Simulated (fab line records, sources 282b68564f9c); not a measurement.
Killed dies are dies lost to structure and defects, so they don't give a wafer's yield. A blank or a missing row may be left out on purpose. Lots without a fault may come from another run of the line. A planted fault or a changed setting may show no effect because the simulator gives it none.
A struck lot beside a sound one | flow rit_cmos | 17 steps out of a route of 202
Sound: wafers L421.3, L421.4, L421.6. Struck: wafers L425.3, L425.5, L425.6. The cause comes at the end.
At each step with rows: each side's tool, then ch and its chambers, then its first start. Under that, the readings that differ: sound wafers | struck wafers | difference of the means | sigmas: that difference in standard deviations of wafers without a fault.
alike: readings whose means differ by less than 2 such deviations, and words and numbers that are the same on both sides. not compared: withheld readings, readings that some wafer has no value for, bounds like >300 that may hide the same value, and numbers for which the record gives no deviation and whose values overlap.
The two part at a step that has a row with sigmas, a row that says differs or no value, or rows on one side only. Numbers that don't overlap but have no deviation are shown without sigmas and don't part them. A reading that every wafer of one side lacks parts them only if that side has two wafers or more.

first, 2 steps without rows for these wafers: RIT_NRETRO_HARDBAKE_07 (time 120 s); RIT_NRETRO_IMPLANT_08.
RIT_NRETRO_STRIP_09: strips in O2, time 180 s.
  sound on plasma_asher-02 ch 0,1, day 2 15:18; struck on plasma_asher-02 ch 0,1, day 3 12:51
  alike: drypump_motor_current_A
  not compared: rf_hours_counter_h
RIT_NRETRO_TW_MEAS_10:
  sound on film_metro-02, day 2 15:26; struck on film_metro-04, day 3 12:59
  alike: NRETRO_TW
then, 6 steps without rows for these wafers: RIT_PRETRO_HMDS_00 (prime time 60 s); RIT_PRETRO_COAT_01 (resist thk 1300 nm); RIT_PRETRO_SOFTBAKE_02 (time 60 s); RIT_PRETRO_EXPOSE_03 (exposes mask M5, target cd 43700 nm); RIT_PRETRO_PEB_04; RIT_PRETRO_DEVELOP_05 (develop time 68 s).
RIT_PRETRO_OVL_MEAS_06:
  sound on overlay-01, day 2 16:37; struck on overlay-01, day 3 14:03
  alike: PRETRO_OVL
then, 1 step without rows for these wafers: RIT_PRETRO_HARDBAKE_07 (time 120 s).
RIT_PRETRO_IMPLANT_08:
  sound on implanter-04 ch 0, day 2 16:57; struck on implanter-03 ch 0, day 3 14:41
  reading            | sound          | struck         | difference | sigmas
  faraday_current_uA | 38.9 38.9 38.7 | 37.2 37.2 37.5 | -1.5       | -2
RIT_PRETRO_STRIP_09: strips in O2, time 180 s.
  sound on plasma_asher-02 ch 0,1, day 2 17:06; struck on plasma_asher-04 ch 0,1, day 3 14:51
  alike: drypump_motor_current_A
  not compared: rf_hours_counter_h
RIT_PRETRO_TW_MEAS_10:
  sound on film_metro-04, day 2 17:14; struck on film_metro-03, day 3 14:59
  reading   | sound             | struck            | difference | sigmas
  PRETRO_TW | 477.1 476.3 477.8 | 595.5 595.2 597.4 | +119.0     | +44
then, 1 step without rows for these wafers: RIT_GATE_WET_ETCH_00 (etches SiO2 in BOE, target depth 56 nm, time 60 s).
RIT_M1_PROBE_99:
  the record has rows for the struck wafers here (prober-01, day 4 17:02) and none for the sound ones

WHERE THEY PART
First at RIT_PRETRO_IMPLANT_08; last, within this record, at RIT_M1_PROBE_99.

WHY: what the simulator had put in
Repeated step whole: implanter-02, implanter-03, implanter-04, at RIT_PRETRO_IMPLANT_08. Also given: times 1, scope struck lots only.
